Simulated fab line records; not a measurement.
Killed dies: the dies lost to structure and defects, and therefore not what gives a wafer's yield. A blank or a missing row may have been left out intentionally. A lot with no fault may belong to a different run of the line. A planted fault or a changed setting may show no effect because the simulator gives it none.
Which tool did it? ; flow rit-cmos ; 42 wafers from 14 lots sampled at 5 of the route's 202 steps

## WHAT THE GAUGES READ, wafer by wafer
RIT_ACTIVE_THK_MEAS_04.
lot;measured;on;ACTIVE_NITRIDE_THK (nm)
L348;day 1 14:04;film-metro-02;151.9 150.9 151.5
L349;day 1 19:38;film-metro-03;150.8 150.0 150.4
L350;day 2 00:18;film-metro-03;148.4 148.6 149.5
L352;day 2 10:57;film-metro-02;149.0 148.9 149.7
L353;day 2 14:32;film-metro-01;151.2 150.7 151.3
L356;day 3 06:26;film-metro-02;148.4 150.5 149.4
L357;day 3 13:29;film-metro-03;148.6 147.9 148.5
L359;day 3 20:34;film-metro-01;151.5 152.9 151.5
L361;day 4 06:32;film-metro-02;149.7 148.5 149.2
L362;day 4 12:06;film-metro-03;149.9 148.7 149.3
L363;day 4 16:33;film-metro-03;147.1 145.5 147.6
L367;day 5 12:33;film-metro-03;148.4 150.1 148.2
L368;day 5 19:25;film-metro-02;148.7 148.8 149.6
L371;day 6 09:44;film-metro-03;149.8 149.0 148.6

RIT_GATE_THK_MEAS_07.
lot;measured;on;GATE_OXIDE_THK (nm)
L348;day 2 11:19;film-metro-02;3.00 2.98 3.10
L349;day 2 17:55;film-metro-04;3.02 2.98 3.08
L350;day 2 21:37;film-metro-04;3.01 2.96 3.01
L352;day 3 12:05;film-metro-04;2.95 3.00 3.01
L353;day 3 13:25;film-metro-01;3.01 2.96 3.05
L356;day 4 06:24;film-metro-04;3.05 2.99 2.96
L357;day 4 12:28;film-metro-04;3.11 3.09 3.08
L359;day 5 02:13;film-metro-04;2.92 2.96 2.91
L361;day 5 08:33;film-metro-02;3.00 3.05 3.07
L362;day 5 14:41;film-metro-01;3.07 3.11 3.05
L363;day 5 23:59;film-metro-04;2.91 2.95 2.99
L367;day 6 15:10;film-metro-04;3.22 3.28 3.30
L368;day 6 18:53;film-metro-04;3.30 3.28 3.25
L371;day 7 10:40;film-metro-04;3.00 3.07 3.10

## EACH LOT AND THE TOOL THAT RAN IT (in order: tool; ch and the chambers of the sampled wafers; start)
lot;RIT_ACTIVE_ETCH_13;RIT_NWELL_STRIP_09;RIT_GATE_OXIDATION_05
L348;rie-diel-04 ch 1,2,3, day 1 15:22;plasma-asher-01 ch 0,1, day 1 22:03;furnace-03 ch 0, day 2 09:59
L349;rie-diel-02 ch 0,1,3, day 1 20:48;plasma-asher-01 ch 0,1, day 2 02:50;furnace-03 ch 0, day 2 14:50
L350;rie-diel-03 ch 0,1, day 2 01:37;plasma-asher-01 ch 0,1, day 2 09:21;furnace-04 ch 0, day 2 20:17
L352;rie-diel-04 ch 0,2,3, day 2 12:41;plasma-asher-02 ch 0,1, day 2 20:08;furnace-04 ch 0, day 3 09:00
L353;rie-diel-03 ch 0,2,3, day 2 15:43;plasma-asher-01 ch 0,1, day 2 23:41;furnace-03 ch 0, day 3 12:05
L356;rie-diel-03 ch 0,1, day 3 07:35;plasma-asher-02 ch 0,1, day 3 17:02;furnace-03 ch 0, day 4 05:03
L357;rie-diel-03 ch 0,1,3, day 3 14:47;plasma-asher-02 ch 0,1, day 3 20:40;furnace-04 ch 0, day 4 10:37
L359;rie-diel-03 ch 0,1,3, day 3 21:53;plasma-asher-02 ch 0,1, day 4 05:13;furnace-03 ch 0, day 4 17:59
L361;rie-diel-04 ch 1,2,3, day 4 07:54;plasma-asher-03 ch 0,1, day 4 15:24;furnace-04 ch 0, day 5 07:13
L362;rie-diel-04 ch 0,3, day 4 13:24;plasma-asher-01 ch 0,1, day 4 19:59;furnace-04 ch 0, day 5 11:11
L363;rie-diel-02 ch 1,2,3, day 4 17:50;plasma-asher-03 ch 0,1, day 5 07:24;furnace-03 ch 0, day 5 20:59
L367;rie-diel-04 ch 1,3, day 5 13:50;plasma-asher-01 ch 0,1, day 5 23:44;furnace-04 ch 0, day 6 13:39
L368;rie-diel-03 ch 0,2,3, day 5 20:35;plasma-asher-01 ch 0,1, day 6 04:49;furnace-04 ch 0, day 6 17:34
L371;rie-diel-04 ch 0,3, day 6 10:58;plasma-asher-01 ch 0,1, day 6 20:03;furnace-03 ch 0, day 7 08:01
- RIT_ACTIVE_ETCH_13: etches Si3N4 in SF6, stops on SiO2, time 210 s, target depth 210 nm.
- RIT_NWELL_STRIP_09: strips in O2, time 180 s.
- RIT_GATE_OXIDATION_05: target thk 3 nm, ox time 270 s.

## AS READ BY THE TOOLS THEMSELVES (means over the sampled wafers that have a number; for cases with no such wafer, the mark the record gives instead)
RIT_ACTIVE_ETCH_13.
lot;tool;drypump-motor-current-A (A);oes-product-au (a.u.);throttle-valve-pct (%)
L348;rie-diel-04;5.6;0.828;7.47
L349;rie-diel-02;5.5;0.834;7.62
L350;rie-diel-03;5.9;0.816;7.60
L352;rie-diel-04;5.9;0.823;7.43
L353;rie-diel-03;5.6;0.827;7.42
L356;rie-diel-03;5.9;0.811;7.60
L357;rie-diel-03;5.7;0.814;7.47
L359;rie-diel-03;5.7;0.823;7.47
L361;rie-diel-04;5.7;0.822;7.47
L362;rie-diel-04;6.2;0.821;7.38
L363;rie-diel-02;5.8;0.833;7.62
L367;rie-diel-04;5.4;0.825;7.45
L368;rie-diel-03;5.6;0.820;7.41
L371;rie-diel-04;5.8;0.824;7.35

RIT_NWELL_STRIP_09.
lot;tool;drypump-motor-current-A (A)
L348;plasma-asher-01;5.65
L349;plasma-asher-01;5.62
L350;plasma-asher-01;5.65
L352;plasma-asher-02;5.79
L353;plasma-asher-01;5.67
L356;plasma-asher-02;5.51
L357;plasma-asher-02;5.79
L359;plasma-asher-02;5.51
L361;plasma-asher-03;5.78
L362;plasma-asher-01;5.63
L363;plasma-asher-03;5.93
L367;plasma-asher-01;5.65
L368;plasma-asher-01;5.65
L371;plasma-asher-01;5.64

RIT_GATE_OXIDATION_05.
lot;tool;spike-tc-load-C (C);zone-power-centre-pct (%)
L348;furnace-03;926.8;42.1
L349;furnace-03;926.5;42.1
L350;furnace-04;922.0;39.5
L352;furnace-04;920.8;39.9
L353;furnace-03;926.1;41.6
L356;furnace-03;926.0;41.8
L357;furnace-04;921.6;39.5
L359;furnace-03;925.9;41.7
L361;furnace-04;920.9;39.5
L362;furnace-04;921.5;39.4
L363;furnace-03;926.0;42.3
L367;furnace-04;921.3;39.2
L368;furnace-04;920.3;39.4
L371;furnace-03;926.2;41.8

## THE ANSWER, worked out from the rows above alone
Rule: what is usual is taken from the lots themselves. The widest of any qualifying gaps counts: lots, ordered by their means at a reading, are off when they make up no more than a third of the lots, leave a main group of 4 or more, and stand apart from it by 3 or more times the standard deviation of that group's means. A main group whose means are all the same, to the digits that the tables above print for the reading, isn't used. Also off: a lot with no number at a reading for which 4 or more lots have one. Where the step has rows for the other lots, those lots are counted as sound. After the gauges, taken in route order, come the tools' own readings; for these a lot's mean is taken, as printed above. At the first step where some lot is off, the reading lying furthest off is the one used; lots without a number count as furthest.
Off: L367, L368, at RIT_GATE_THK_MEAS_07 (GATE_OXIDE_THK). Main group: mean 3.02 nm, sd 0.046.
A tool fits if, at a process step before that reading, it ran every lot that is off, and no sound lot after the first of them. Those tools and the gauges at RIT_GATE_THK_MEAS_07 are tried in the same way. One fits: RIT_GATE_OXIDATION_05 on furnace-04. Its last sound lot is L362 (day 5 11:11), its first lot that is off L367 (day 6 13:39): a fault that began between those two fits.

## WHAT THE SIMULATOR HAD PUT IN
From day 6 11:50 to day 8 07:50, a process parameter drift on furnace-04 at RIT_GATE_OXIDATION_05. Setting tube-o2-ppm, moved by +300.
Struck lots among those shown: L367, L368. The rule above found the same.
